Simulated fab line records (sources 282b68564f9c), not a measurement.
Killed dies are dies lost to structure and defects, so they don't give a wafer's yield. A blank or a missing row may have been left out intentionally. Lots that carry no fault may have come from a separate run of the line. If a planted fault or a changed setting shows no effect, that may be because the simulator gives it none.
fab line records	flow ritCmos
record lots=5	wafers=23
route steps=202 shown SDANNEAL@156 PSD@157 PLDD@159 CONTACT@168 M1@184
startH: hours from the record's first day to the start of the lot's first wafer shown	waitH: hours elapsed since this lot's preceding step	" identical to the entry in the row above	L1.1+2: several wafers, shown together as one row	- value missing, or start not given	* or withheld: withheld	< > ~ a bound
route shown NAME@n: a module of which the file shows steps, and the number in the route of the first	usual: mean/standard deviation of fault-free wafers	same: alike in all rows	chamber/n: place in a boat	sites: each site's reading	_std_site: standard deviation of those values	_edge_site: mean of outer sites minus mean of inner sites	radiusMm: for every site, how far away it sits from the centre of the wafer	mask NAME#n: copy n	behind: the tool/chamber that last shaped the wafer	hold: cause of the lot's hold/its duration in hours/its outcome	device: which transistor (n, p or np) failed to switch	end of line: the same wafers' tests at the end of the route	a step without rows: its recipe alone	killed: at the first sort, the dies lost to defects and structure; wafer yield is something else	map: dies across one wafer; x = killed, . = not, _ = none there
set.NAME: setting as actually run; set.NAME@STEP: the setting as run at that earlier step	model.NAME: the simulator's own value behind a step, which no gauge read
lots where settings were altered on purpose, with a table for each step and a row for each wafer
## steps
# step RIT_SDANNEAL_RTA_03
# recipe tempC=1050	timeS=5	idleTempC=600	rampUpCPerS=342	rampDownCPerS=171	coolToC=600	ambient=N2
lot.wafer	tool	chamber	startH	waitH	set.timeS
L075.4+5+6	rtpAnneal-01	0	59.28	0.0	5
L078.1+4+6	rtpAnneal-02	0	71.10	0.0	5.642
L078.3+5	"	0	"	"	5
L081.1+4+6	rtpAnneal-01	0	84.85	0.0	4.751
L081.2+5	"	0	"	"	5
L083.1+6	rtpAnneal-01	0	94.05	0.0	4.547
L083.2+3+4	"	0	"	"	5
L085.1+4	rtpAnneal-01	0	105.06	0.0	4.678
L085.2+5+6	"	0	"	"	5
# step RIT_SDANNEAL_RS_MEAS_04
# recipe thkMeasGauge=four-point-probe
# usual PSD_RS=115.71/0.29
lot.wafer	tool	chamber	startH	waitH	set.timeS@SDANNEAL_RTA_03	PSD_RS[ohm/sq]
L075.4	filmMetro-01	-	59.37	0.1	5	115.50
L075.5	"	-	"	"	5	115.50
L075.6	"	-	"	"	5	115.88
L078.1	filmMetro-01	-	71.16	0.0	5.642	114.20
L078.3	"	-	"	"	5	115.94
L078.4	"	-	"	"	5.642	114.27
L078.5	"	-	"	"	5	115.90
L078.6	"	-	"	"	5.642	113.93
L081.1	filmMetro-03	-	84.90	0.0	4.751	117.02
L081.2	"	-	"	"	5	116.30
L081.4	"	-	"	"	4.751	116.55
L081.5	"	-	"	"	5	116.02
L081.6	"	-	"	"	4.751	116.85
L083.1	filmMetro-03	-	94.11	0.0	4.547	116.82
L083.2	"	-	"	"	5	115.28
L083.3	"	-	"	"	5	115.34
L083.4	"	-	"	"	5	115.59
L083.6	"	-	"	"	4.547	116.75
L085.1	filmMetro-04	-	105.12	0.0	4.678	117.27
L085.2	"	-	"	"	5	116.24
L085.4	"	-	"	"	4.678	116.65
L085.5	"	-	"	"	5	116.44
L085.6	"	-	"	"	5	116.06
# step RIT_SDANNEAL_RS_MEAS_06
# recipe thkMeasGauge=four-point-probe
# usual PLDD_RS=179.3/0.49
lot.wafer	tool	chamber	startH	waitH	set.timeS@SDANNEAL_RTA_03	PLDD_RS[ohm/sq]
L075.4	filmMetro-01	-	59.61	0.1	5	179.1
L075.5	"	-	"	"	5	179.5
L075.6	"	-	"	"	5	179.2
L078.1	filmMetro-01	-	71.40	0.1	5.642	177.1
L078.3	"	-	"	"	5	179.1
L078.4	"	-	"	"	5.642	177.2
L078.5	"	-	"	"	5	178.8
L078.6	"	-	"	"	5.642	176.8
L081.1	filmMetro-03	-	85.14	0.1	4.751	180.6
L081.2	"	-	"	"	5	179.6
L081.4	"	-	"	"	4.751	180.5
L081.5	"	-	"	"	5	179.9
L081.6	"	-	"	"	4.751	180.5
L083.1	filmMetro-03	-	94.35	0.1	4.547	180.5
L083.2	"	-	"	"	5	179.0
L083.3	"	-	"	"	5	179.1
L083.4	"	-	"	"	5	179.4
L083.6	"	-	"	"	4.547	180.4
L085.1	filmMetro-04	-	105.36	0.1	4.678	181.0
L085.2	"	-	"	"	5	179.5
L085.4	"	-	"	"	4.678	180.8
L085.5	"	-	"	"	5	180.3
L085.6	"	-	"	"	5	179.6
# step RIT_CONTACT_CVD_00
# recipe material=SiO2	targetThkNm=400	precursor=TEOS	tempC=390	timeS=61	rfW=400
lot.wafer	tool	chamber	startH	waitH	set.timeS	model.SiO2_of_CONTACT_CVD_00.thkNm
L075.4	pecvd-03	2	60.34	0.0	61	404.4
L075.5	"	1	"	"	61	407.3
L075.6	"	0	"	"	61	406.4
L078.1+3	pecvd-03	1,2	72.16	0.1	61	-
L078.4	"	0	"	"	61	401
L078.5	"	2	"	"	68.69	-
L078.6	"	1	"	"	68.69	456.3
L081.1	pecvd-03	2	85.90	0.1	53.74	341.6
L081.2	"	1	"	"	53.74	341.3
L081.4	"	2	"	"	61	399
L081.5	"	1	"	"	53.74	353.6
L081.6	"	0	"	"	61	402.1
L083.1+3	pecvd-01	2,1	95.11	0.1	61	-
L083.2	"	0	"	"	61	394.6
L083.4	"	1	"	"	57.46	-
L083.6	"	0	"	"	57.46	376.7
L085.1	pecvd-04	2	106.13	0.1	61	398.1
L085.2	"	1	"	"	61	-
L085.4	"	1	"	"	55.39	374.9
L085.5	"	2	"	"	55.39	372.9
L085.6	"	0	"	"	55.39	-
# step RIT_CONTACT_THK_MEAS_01
# recipe reads=SiO2_of_CONTACT_CVD_00
# usual CONTACT_TEOS_THK=399/5.9
lot.wafer	tool	chamber	startH	waitH	set.timeS@CONTACT_CVD_00	CONTACT_TEOS_THK[nm]
L075.4	filmMetro-04	-	60.39	0.0	61	404
L075.5	"	-	"	"	61	407
L075.6	"	-	"	"	61	407
L078.1	filmMetro-02	-	72.21	0.0	61	398
L078.3	"	-	"	"	61	391
L078.4	"	-	"	"	61	401
L078.5	"	-	"	"	68.69	452
L078.6	"	-	"	"	68.69	456
L081.1	filmMetro-02	-	85.95	0.0	53.74	342
L081.2	"	-	"	"	53.74	341
L081.4	"	-	"	"	61	399
L081.5	"	-	"	"	53.74	354
L081.6	"	-	"	"	61	402
L083.1	filmMetro-04	-	95.16	0.0	61	398
L083.2	"	-	"	"	61	394
L083.3	"	-	"	"	61	390
L083.4	"	-	"	"	57.46	376
L083.6	"	-	"	"	57.46	377
L085.1	filmMetro-02	-	106.18	0.0	61	398
L085.2	"	-	"	"	61	404
L085.4	"	-	"	"	55.39	375
L085.5	"	-	"	"	55.39	373
L085.6	"	-	"	"	55.39	368
# step RIT_CONTACT_HMDS_02
# recipe primeTimeS=60	primeTempC=140
# step RIT_CONTACT_COAT_03
# recipe resist=NOVOLAK	spinRpm=3250	resistThkNm=1000
# step RIT_CONTACT_HARDBAKE_10
# recipe resist=NOVOLAK	tempC=140	timeS=60
# step RIT_CONTACT_ETCH_11
# recipe targetDepthA=4800	overEtchFrac=0.2	stopOn=TiSi2	chemistry=CHF3/CF4/Ar	target=SiO2	CHF3_flow_sccm=50	cf4FlowSccm=10	Ar_flow_sccm=100	O2_flow_sccm=5	pressureMtorr=100	rfW=200	timeS=320
lot.wafer	tool	chamber	startH	waitH	set.timeS@CONTACT_CVD_00	model.etch.depthNm	model.CONTACT.featureDepthNm
L075.4	rieDiel-02	0	61.82	0.1	61	404.4	404.4
L075.5	"	2	"	"	61	407.3	407.3
L075.6	"	1	"	"	61	406.4	406.4
L078.1	rieDiel-01	0	73.54	0.1	61	-	397.6
L078.3	"	1	"	"	61	-	391.3
L078.4	"	2	"	"	61	401	401
L078.5	"	2	"	"	68.69	-	451.4
L078.6	"	1	"	"	68.69	456.3	456.3
L081.1	rieDiel-01	3	87.28	0.1	53.74	341.6	341.6
L081.2	"	2	"	"	53.74	341.3	341.3
L081.4	"	1	"	"	61	399	399
L081.5	"	3	"	"	53.74	353.6	353.6
L081.6	"	2	"	"	61	402.1	402.1
L083.1	rieDiel-02	2	96.89	0.1	61	-	398.5
L083.2	"	3	"	"	61	394.6	394.6
L083.3	"	0	"	"	61	-	390.4
L083.4	"	1	"	"	57.46	-	376.1
L083.6	"	3	"	"	57.46	376.7	376.7
L085.1	rieDiel-03	3	107.80	0.1	61	398.1	398.1
L085.2	"	0	"	"	61	-	403.8
L085.4	"	1	"	"	55.39	374.9	374.9
L085.5	"	0	"	"	55.39	372.9	372.9
L085.6	"	1	"	"	55.39	-	368.5
# step RIT_M1_SPUTTER_00
# recipe material=Al	targetThkNm=400	powerW=2000	chamberPressurePa=0.4	gas=Ar	timeS=500	substrateTempC=25
lot.wafer	tool	chamber	startH	waitH	set.timeS	model.Al_of_M1_SPUTTER_00.thkNm
L075.4	pvdSputter-03	-	62.67	0.0	500	393.7
L075.5	"	-	"	"	500	398.4
L075.6	"	-	"	"	500	402
L078.1	pvdSputter-03	-	74.38	0.0	550.9	447.2
L078.3	"	-	"	"	550.9	448.6
L078.4	"	-	"	"	500	411.2
L078.5	"	-	"	"	550.9	447.9
L078.6	"	-	"	"	500	406
L081.1	pvdSputter-03	-	88.12	0.0	500	405.4
L081.2	"	-	"	"	500	414.5
L081.4	"	-	"	"	500	405.3
L081.5	"	-	"	"	500	408
L081.6	"	-	"	"	500	405.9
L083.1	pvdSputter-03	-	97.73	0.0	465.4	372.8
L083.2	"	-	"	"	500	404.9
L083.3	"	-	"	"	465.4	372.2
L083.4	"	-	"	"	465.4	377.7
L083.6	"	-	"	"	500	408.2
L085.1	pvdSputter-03	-	108.64	0.0	500	402.1
L085.2+6	"	-	"	"	572.6	464.8
L085.4	"	-	"	"	500	400.2
L085.5	"	-	"	"	500	401.5
# step RIT_M1_RS_MEAS_01
# recipe thkMeasGauge=four-point-probe	reads=Al_of_M1_SPUTTER_00
# usual M1_AL_RS=0.0724/0.00096
lot.wafer	tool	chamber	startH	waitH	set.timeS@M1_SPUTTER_00	M1_AL_RS[ohm/sq]
L075.4	filmMetro-04	-	63.03	0.2	500	0.0745
L075.5	"	-	"	"	500	0.0735
L075.6	"	-	"	"	500	0.0730
L078.1	filmMetro-04	-	74.68	0.1	550.9	0.0655
L078.3	"	-	"	"	550.9	0.0653
L078.4	"	-	"	"	500	0.0714
L078.5	"	-	"	"	550.9	0.0654
L078.6	"	-	"	"	500	0.0723
L081.1	filmMetro-04	-	88.42	0.1	500	0.0723
L081.2	"	-	"	"	500	0.0706
L081.4	"	-	"	"	500	0.0725
L081.5	"	-	"	"	500	0.0720
L081.6	"	-	"	"	500	0.0722
L083.1	filmMetro-01	-	98.03	0.1	465.4	0.0788
L083.2	"	-	"	"	500	0.0725
L083.3	"	-	"	"	465.4	0.0791
L083.4	"	-	"	"	465.4	0.0779
L083.6	"	-	"	"	500	0.0719
L085.1	filmMetro-04	-	108.93	0.1	500	0.0730
L085.2	"	-	"	"	572.6	0.0631
L085.4	"	-	"	"	500	0.0733
L085.5	"	-	"	"	500	0.0731
L085.6	"	-	"	"	572.6	0.0630
# step RIT_M1_THK_MEAS_02
# recipe thkMeasGauge=xrf	reads=Al_of_M1_SPUTTER_00
# usual M1_AL_THK=404/5.6
lot.wafer	tool	chamber	startH	waitH	set.timeS@M1_SPUTTER_00	M1_AL_THK[nm]
L075.4	filmMetro-04	-	63.12	0.1	500	391
L075.5	"	-	"	"	500	398
L075.6	"	-	"	"	500	398
L078.1	filmMetro-04	-	74.80	0.1	550.9	446
L078.3	"	-	"	"	550.9	445
L078.4	"	-	"	"	500	411
L078.5	"	-	"	"	550.9	445
L078.6	"	-	"	"	500	403
L081.1	filmMetro-04	-	88.54	0.1	500	406
L081.2	"	-	"	"	500	412
L081.4	"	-	"	"	500	403
L081.5	"	-	"	"	500	406
L081.6	"	-	"	"	500	403
L083.1	filmMetro-01	-	98.15	0.1	465.4	378
L083.2	"	-	"	"	500	407
L083.3	"	-	"	"	465.4	375
L083.4	"	-	"	"	465.4	377
L083.6	"	-	"	"	500	411
L085.1	filmMetro-04	-	109.05	0.1	500	399
L085.2	"	-	"	"	572.6	464
L085.4	"	-	"	"	500	399
L085.5	"	-	"	"	500	400
L085.6	"	-	"	"	572.6	463
# step RIT_M1_SOFTBAKE_05
# recipe resist=NOVOLAK	tempC=90	timeS=60
lot.wafer	tool	chamber	startH	waitH	set.timeS
L075.4+5+6	lithoTrack-04	0	63.59	0.1	60
L078.1+5	lithoTrack-04	0	75.16	0.1	60
L078.3+4+6	"	0	"	"	63.88
L081.1+5+6	lithoTrack-02	0	88.90	0.1	65.11
L081.2+4	"	0	"	"	60
L083.1+2+3+4+6	lithoTrack-01	0	98.51	0.1	60
L085.1+2+4+5+6	lithoTrack-01	0	109.41	0.1	60
# step RIT_M1_EXPOSE_06
# recipe maskId=M12	na=0.6	sourceShape=conventional	sigmaOuter=0.5	targetCdNm=2600	doseMj=255.5
# step RIT_M1_PEB_07
# recipe resist=NOVOLAK	tempC=withheld	timeS=withheld
# step RIT_M1_HARDBAKE_11
# recipe resist=NOVOLAK	tempC=140	timeS=120
# step RIT_M1_METAL_ETCH_12
# recipe stopOn=SiO2	chemistry=Cl2/BCl3	target=Al	timeS=165	overEtchFrac=0.4724	pressureMtorr=100	targetDepthA=6000	rfW=250	Cl2_flow_sccm=60	bcl3FlowSccm=50
# usual oesProductAu=0.801/0.012
lot.wafer	tool	chamber	startH	waitH	set.timeS@CONTACT_CVD_00	set.timeS@M1_SPUTTER_00	oesProductAu	model.SiO2_of_CONTACT_CVD_00.thkNm
L075.4	rieMetal-01	1	64.78	0.1	61	500	0.792	369.2
L075.5	"	1	"	"	61	500	0.799	372.3
L075.6	"	0	"	"	61	500	0.813	370.5
L078.1	rieMetal-01	0	76.27	0.2	61	550.9	0.866	-
L078.3	"	0	"	"	61	550.9	0.876	-
L078.4	"	1	"	"	61	500	0.814	365.8
L078.5	"	1	"	"	68.69	550.9	0.854	-
L078.6	"	0	"	"	68.69	500	0.814	420.6
L081.1	rieMetal-02	1	89.88	0.2	53.74	500	0.796	306.1
L081.2	"	0	"	"	53.74	500	0.807	304.2
L081.4	"	0	"	"	61	500	0.793	361.9
L081.5	"	1	"	"	53.74	500	0.802	318.2
L081.6	"	0	"	"	61	500	0.797	365.1
L083.1	rieMetal-03	0	99.49	0.2	61	465.4	0.765	-
L083.2	"	1	"	"	61	500	0.788	357
L083.3	"	1	"	"	61	465.4	0.754	-
L083.4	"	0	"	"	57.46	465.4	0.779	-
L083.6	"	0	"	"	57.46	500	0.815	341.8
L085.1	rieMetal-01	0	110.45	0.2	61	500	0.813	361.8
L085.2	"	1	"	"	61	572.6	0.872	-
L085.4	"	0	"	"	55.39	500	0.813	338.8
L085.5	"	1	"	"	55.39	500	0.805	337
L085.6	"	0	"	"	55.39	572.6	0.882	-
# step RIT_M1_STRIP_13
# recipe chemistry=nmp	resist=NOVOLAK	tempC=80	timeS=600	dry=n2Spin
# step RIT_M1_STRIP_14
# recipe chemistry=O2	timeS=180	platenTempC=withheld	powerW=500	pressureMtorr=4000	o2FlowSccm=4000
# step RIT_M1_ANNEAL_15
# recipe tempC=450	timeS=1800	ambient=forming_gas_H2N2
# step RIT_M1_PROBE_99
lot.wafer	tool	chamber	startH	waitH	set.devTempC@GATE_DEVELOP_15	model.etest.pmosTurned.rOnOhmUm	model.etest.pmos_0p15.rOnOhmUm	model.etest.pmos_0p3.rOnOhmUm
L075.4	prober-01	-	67.15	0.2	23	3401	2713	5984
L075.5	prober-01	-	67.20	0.2	23	3573	2870	6214
L075.6	prober-01	-	67.25	0.2	23	3557	2877	6197
L078.1	prober-02	-	78.58	0.1	20.46	2704	2176	5633
L078.3	prober-02	-	78.68	0.2	23	3221	2652	6118
L078.4	prober-02	-	78.73	0.2	23	3184	2618	6045
L078.5	prober-02	-	78.78	0.2	20.46	2874	2288	5798
L078.6	prober-02	-	78.83	0.2	20.46	2708	2184	5658
L081.1	prober-01	-	93.31	0.1	24.64	3920	3147	6500
L081.2	prober-01	-	93.36	0.1	24.64	3950	3206	6603
L081.4	prober-01	-	93.46	0.2	23	3700	2878	6378
L081.5	prober-01	-	93.51	0.2	24.64	4017	3197	6612
L081.6	prober-01	-	93.56	0.2	23	3826	3025	6456
L083.1	prober-01	-	102.36	0.1	23	3531	2820	6394
L083.2	prober-01	-	102.41	0.1	23	3456	2798	6318
L083.3	prober-01	-	102.46	0.2	23	3505	2872	6455
L083.4	prober-01	-	102.51	0.2	23	3530	2876	6358
L083.6	prober-01	-	102.61	0.2	23	3621	2886	6406
L085.1	prober-01	-	113.90	0.1	23	3097	2504	5868
L085.2	prober-01	-	113.95	0.1	25.69	3383	2815	6139
L085.4	prober-01	-	114.05	0.2	23	3188	2594	5914
L085.5	prober-01	-	114.10	0.2	25.69	3608	3014	6281
L085.6	prober-01	-	114.15	0.2	23	3160	2589	5902
# killed by level:class
L075.4 SILICIDE:geometricParticle:short=3 REOX:geometricParticle:open=2 ACTIVE:geometricParticle:short=1 GATE:geometricParticle:open=1 REOX:geometricParticle:short=1 SPACER:geometricParticle:open=1 SPACER:geometricParticle:short=1
L075.5 REOX:geometricParticle:short=2 SILICIDE:geometricParticle:open=2 GATE:geometricParticle:short=1
L075.6 REOX:geometricParticle:open=1
## key
split step=RIT_SDANNEAL_RTA_03	setting=timeS	stated=5	by=wafer
response step=RIT_SDANNEAL_RS_MEAS_04	reading=PSD_RS	change=-0.138	per=1%	r=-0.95
response step=RIT_SDANNEAL_RS_MEAS_06	reading=PLDD_RS	change=-0.15	per=1%	r=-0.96
split step=RIT_CONTACT_CVD_00	setting=timeS	stated=61	by=wafer
response step=RIT_CONTACT_CVD_00	reading=model.SiO2_of_CONTACT_CVD_00.thkNm	change=+4.14	per=1%	r=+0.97
response step=RIT_CONTACT_THK_MEAS_01	reading=CONTACT_TEOS_THK	change=+4.17	per=1%	r=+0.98
response step=RIT_CONTACT_ETCH_11	reading=model.etch.depthNm	change=+4.14	per=1%	r=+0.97
response step=RIT_CONTACT_ETCH_11	reading=model.CONTACT.featureDepthNm	change=+4.17	per=1%	r=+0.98
response step=RIT_M1_METAL_ETCH_12	reading=model.SiO2_of_CONTACT_CVD_00.thkNm	change=+4.05	per=1%	r=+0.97
split step=RIT_M1_SPUTTER_00	setting=timeS	stated=500	by=wafer
response step=RIT_M1_SPUTTER_00	reading=model.Al_of_M1_SPUTTER_00.thkNm	change=+4.27	per=1%	r=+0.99
response step=RIT_M1_RS_MEAS_01	reading=M1_AL_RS	change=-0.00071	per=1%	r=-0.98
response step=RIT_M1_THK_MEAS_02	reading=M1_AL_THK	change=+4.26	per=1%	r=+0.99
response step=RIT_M1_METAL_ETCH_12	reading=oesProductAu	change=+0.00479	per=1%	r=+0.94
split step=RIT_M1_SOFTBAKE_05	setting=timeS	stated=60	by=wafer
response none clear
split outsideThisFile step=RIT_GATE_DEVELOP_15 setting=devTempC
# split outsideThisFile: this setting was split too, and the file shows its column; the key of that split is in another file
